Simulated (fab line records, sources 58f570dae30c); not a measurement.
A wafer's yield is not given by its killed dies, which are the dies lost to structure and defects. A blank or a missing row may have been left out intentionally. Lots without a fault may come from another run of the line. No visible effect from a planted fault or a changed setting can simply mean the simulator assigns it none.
Comparing a struck lot with a sound one + flow berkeley cmos170 + 18 out of 331 route steps
Sound: the wafers L299.1, L299.3, L299.4. Wafers struck: L304.1, L304.2, L304.6. The cause comes at the end.
Order at every step that has rows: each side's tool, ch and its chambers, its first start. Under that, the readings that differ: sound wafers + struck wafers + difference of the means + sigmas: that difference in standard deviations of wafers without a fault.
alike: readings with means less than 2 such deviations apart, plus words and numbers identical on both sides. not compared: withheld readings, readings lacking a value on some wafer, bounds such as >300 that could conceal the same value, and numbers that have no deviation in the record and whose values overlap.
A row with sigmas, a row that says differs or no value, or rows on one side alone: a step with any of these is where the two part. Non-overlapping numbers with no deviation appear without sigmas and do not part them. Lack of a reading on every wafer of one side parts them only where that side has two or more wafers.

UCB170_PVT_STRIP_08: strips in O2.
  sound on plasma asher-02 ch 0,1, day 9 08:07; struck on plasma asher-04 ch 0,1, day 10 19:46
| reading                      | sound             | struck            | difference | sigmas |
|------------------------------|-------------------|-------------------|------------|--------|
| strip time to endpoint s (s) | 21.62 21.66 21.71 | 21.47 21.60 21.59 | -0.11      | -2     |
  alike: drypump motor current A, oes product au
  not compared: rf hours counter h
UCB170_PVT_TW_MEAS_09:
  struck on film metro-04, day 10 19:52; sound on film metro-01, day 9 08:13
  alike: PVT_TW
then, 1 step without rows for these wafers: UCB170_GATE_WET_ETCH_00 (etches SiO2 in dHF, time 200 s).
UCB170_FIELD_THK_MEAS_91:
  struck on film metro-03, day 10 19:59; sound on film metro-04, day 9 08:20
  alike: FIELD_OXIDE_LEFT_2_THK
then, 1 step without rows for these wafers: UCB170_GATE_OXIDATION_01 (target thk 6.6 nm, ox time 1800 s).
UCB170_GATE_THK_MEAS_02:
  struck on film metro-02, day 11 03:01; sound on film metro-03, day 9 20:13
  alike: GATE_OXIDE_THK
then, 2 steps without rows for these wafers: UCB170_GATE_ANNEAL_03 (time 1800 s); UCB170_GATE_CVD_04 (deposits poly-Si from SiH4, time 1440 s, target thk 214 nm).
UCB170_GATE_THK_MEAS_05:
  struck on film metro-01, day 11 11:02; sound on film metro-03, day 10 08:23
  alike: GATE_POLY_THK
then, 3 steps without rows for these wafers: UCB170_GATE_COAT_06; UCB170_GATE_COAT_07 (resist thk 900 nm); UCB170_GATE_SOFTBAKE_08 (time 60 s).
UCB170_GATE_EXPOSE_09: exposes mask POLY, target cd 350 nm.
  sound on krf scanner-02 ch 0, day 10 09:14; struck on krf scanner-01 ch 0, day 11 11:54
| reading                      | sound             | struck            | difference | sigmas |
|------------------------------|-------------------|-------------------|------------|--------|
| model.GATE.overlay x nm (nm) | 3.547 3.547 3.547 | 316.5 316.5 316.5 | +313.0     |        |
  alike: mask, exposure dose mJ cm2, reticle temp C
then, 2 steps without rows for these wafers: UCB170_GATE_PEB_10; UCB170_GATE_DEVELOP_11 (develop time 45 s).
UCB170_GATE_CD_MEAS_12 targets a cd of 350 nm.
  struck on cd sem-01, day 11 12:18; sound on cd sem-02, day 10 09:39
  alike: cd nm
UCB170_GATE_OVL_MEAS_13:
  struck on overlay-01, day 11 12:37; sound on overlay-01, day 10 09:46
| reading       | sound | struck      | difference | sigmas |
|---------------|-------|-------------|------------|--------|
| GATE_OVL (nm) | 0 3 6 | 309 307 309 | +305       | +52    |
  not compared: hold
UCB170_M3_PROBE_99:
  rows exist in the record for the sound wafers here (prober-01, day 12 03:58), none for the struck ones

## WHERE THEY PART
First at UCB170_PVT_STRIP_08; last, within this record, at UCB170_M3_PROBE_99.

WHY: the cause the simulator had injected
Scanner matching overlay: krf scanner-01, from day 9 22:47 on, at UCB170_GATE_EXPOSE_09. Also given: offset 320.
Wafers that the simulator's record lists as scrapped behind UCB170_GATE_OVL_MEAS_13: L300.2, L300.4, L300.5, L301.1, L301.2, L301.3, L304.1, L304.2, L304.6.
